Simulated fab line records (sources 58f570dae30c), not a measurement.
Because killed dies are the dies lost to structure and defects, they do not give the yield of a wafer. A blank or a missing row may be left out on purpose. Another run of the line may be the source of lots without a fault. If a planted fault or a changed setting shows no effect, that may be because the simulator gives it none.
Chamber matching || flow berkeleyCmos170 || UCB170_SPACER_CVD_00 on pecvd-03: 3 sister chambers
The step deposits SiO2 from TEOS/O2, target thk 376 nm, time 47 s. 6 wafers are shown with their chamber, then 8 later ones without.

## WAFERS PAIRED WITH THEIR CHAMBERS
{"wafer": "L117.3", "chamber": 2, "heaterPowerW (W)": 296}
{"wafer": "L117.5", "chamber": 1, "heaterPowerW (W)": 239}
{"wafer": "L121.4", "chamber": 2, "heaterPowerW (W)": 305}
{"wafer": "L121.5", "chamber": 1, "heaterPowerW (W)": 236}
{"wafer": "L121.6", "chamber": 0, "heaterPowerW (W)": 201}
{"wafer": "L122.1", "chamber": 0, "heaterPowerW (W)": 215}

## WAFERS WITH NO CHAMBER GIVEN
{"wafer": "L122.2", "heaterPowerW (W)": 278}
{"wafer": "L122.4", "heaterPowerW (W)": 299}
{"wafer": "L124.2", "heaterPowerW (W)": 270}
{"wafer": "L124.5", "heaterPowerW (W)": 162}
{"wafer": "L124.6", "heaterPowerW (W)": 272}
{"wafer": "L128.3", "heaterPowerW (W)": 205}
{"wafer": "L128.4", "heaterPowerW (W)": 336}
{"wafer": "L128.5", "heaterPowerW (W)": 188}

## CHAMBER TAKEN BY EACH
{"wafer": "L122.2", "from the rows above": 2, "in truth": 2}
{"wafer": "L122.4", "from the rows above": 2, "in truth": 2}
{"wafer": "L124.2", "from the rows above": "can't be placed: 2 or 1", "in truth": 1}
{"wafer": "L124.5", "from the rows above": 0, "in truth": 0}
{"wafer": "L124.6", "from the rows above": "can't be placed: 2 or 1", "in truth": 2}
{"wafer": "L128.3", "from the rows above": 0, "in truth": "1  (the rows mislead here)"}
{"wafer": "L128.4", "from the rows above": 2, "in truth": 2}
{"wafer": "L128.5", "from the rows above": 0, "in truth": 0}
Correctly placed: 5 of 8. These rows do not allow placing 2 (true chamber among the candidates in 2). Wrongly placed: 1.
How it was worked out, from the rows above alone: a wafer's distance from a chamber is the root of the sum, over the readings, of the square of ((its reading less the chamber's mean) divided by the reading's scatter). The wafer belongs to the nearest chamber; if the next one is less than 2 further off, it can't be placed. A chamber's mean is the mean of its shown wafers. The scatter: the root of (the sum of the squares of (reading less its chamber's mean) over the shown wafers, divided by (wafers less chambers)).
